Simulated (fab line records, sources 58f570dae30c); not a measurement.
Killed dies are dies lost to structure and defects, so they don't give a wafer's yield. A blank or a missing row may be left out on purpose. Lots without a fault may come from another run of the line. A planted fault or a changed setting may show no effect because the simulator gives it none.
Chamber matching | flow berkeley_cmos170 | UCB170_CONTACT_ETCH_17 on rie_diel-01: 3 sister chambers
The step etches BARC in N2/H2. 6 wafers are shown with their chamber, then 4 later ones without.

WAFERS WITH THEIR CHAMBER
wafer  | chamber | drypump_motor_current_A (A) | oes_product_au (a.u.)
L603.2 | 2       | 5.93                        | 0.987
L603.5 | 2       | 5.93                        | 0.999
L604.5 | 0       | 5.88                        | 0.965
L609.3 | 0       | 5.85                        | 0.967
L605.1 | 1       | 6.50                        | 0.981
L605.5 | 1       | 6.52                        | 0.989

WAFERS WITHOUT THEIR CHAMBER
wafer  | drypump_motor_current_A (A) | oes_product_au (a.u.)
L605.6 | 5.86                        | 0.954
L611.1 | 5.86                        | 0.969
L611.5 | 5.91                        | 0.995
L612.3 | 5.85                        | 0.961

WHICH CHAMBER EACH WENT THROUGH
wafer  | from the rows above | in truth
L605.6 | 0                   | 0
L611.1 | 0                   | 0
L611.5 | 2                   | 2
L612.3 | 0                   | 0
Placed correctly: 4 of 4. Can't be placed from these rows: 0. Placed wrongly: 0.
How it was worked out, from the rows above alone: a wafer's distance from a chamber is the root of the sum, over the readings, of the square of ((its reading less the chamber's mean) divided by the reading's scatter). The wafer belongs to the nearest chamber; if the next one is less than 2 further off, it can't be placed. A chamber's mean is the mean of its shown wafers. The scatter: the root of (the sum of the squares of (reading less its chamber's mean) over the shown wafers, divided by (wafers less chambers)).
